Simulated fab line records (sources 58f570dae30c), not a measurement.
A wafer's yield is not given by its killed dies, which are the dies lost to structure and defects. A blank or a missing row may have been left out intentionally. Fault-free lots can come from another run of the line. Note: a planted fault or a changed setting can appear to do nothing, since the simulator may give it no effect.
The same fault as seen by 2 desks | flow berkeley_cmos170 | numbers are kept per desk, each desk with only its own; the story behind them comes last

FROM THE METROLOGY DESK
Means of the sampled wafers that have a number, per lot and without regard to the tool the lot ran on: this is what the gauges read. Marked OUT: a lot whose mean sits more than 4 standard deviations from the usual mean, which makes it out of limits; the brackets give that distance.
Columns: A = ACTIVE_OVL at UCB170_ACTIVE_OVL_MEAS_14, usual 4 nm; B = cd_nm at UCB170_ACTIVE_CD_MEAS_90, usual 1200.1 nm; C = PFIELD_OVL at UCB170_PFIELD_OVL_MEAS_06, usual 4 nm
lot  | first seen here | A  | B      | C
L881 | day 5 11:33     | 1  | 1202.3 | 1
L883 | day 5 19:45     | 0  | 1201.7 | 6
L894 | day 8 02:02     | -0 | 1199.8 | 4
L895 | day 8 12:14     | 5  | 1200.1 | -5
L896 | day 8 12:30     | 3  | 1200.3 | 9
L898 | day 9 05:54     | 4  | 1201.5 | 3
L899 | day 9 06:13     | 2  | 1200.6 | -3
Finding of this desk: none of the 7 lots has anything out of limits.

AT THE TOOL OWNER'S DESK: implanter-04
The tool's own readings at UCB170_PFIELD_IMPLANT_07, given as means over the sampled wafers that have a number, one for each lot that went through this tool. Marked OUT: a lot whose mean sits more than 4 standard deviations from the usual mean, which makes it out of limits; the brackets give that distance.
Columns: A = dose_ions_cm2 at UCB170_PFIELD_IMPLANT_07, usual 2.0002e+13; B = faraday_current_uA at UCB170_PFIELD_IMPLANT_07, usual 63.5
lot  | first seen here | A                    | B
L883 | day 5 21:14     | 2.0000e+13           | 64.4
L894 | day 8 04:13     | 1.8810e+13 (-52) OUT | 59.7
L896 | day 8 16:58     | 1.8798e+13 (-52) OUT | 59.6
L895 | day 8 17:07     | 1.8821e+13 (-51) OUT | 60.3
This desk finds L894, L895, L896 out of limits, L894 being first, at day 8 04:13 (dose_ions_cm2 at UCB170_PFIELD_IMPLANT_07). Within limits: L883.

PUT TOGETHER
The tool owner's desk had the chance to raise an alarm at day 8 04:13 on L894, L895, L896.
Metrology desk: nothing out of limits seen.
The metrology desk has L894, L895, L896 on record, within its limits.
Of the lots named, all ran UCB170_PFIELD_IMPLANT_07 on implanter-04.

WHAT THE SIMULATOR HAD PUT IN
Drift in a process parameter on implanter-04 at UCB170_PFIELD_IMPLANT_07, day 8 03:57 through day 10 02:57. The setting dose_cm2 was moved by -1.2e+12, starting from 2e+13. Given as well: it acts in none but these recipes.
Struck lots among those shown: L894, L895, L896.
Each desk's first reading out of limits, in hours after the fault started: the tool owner's desk, 0.
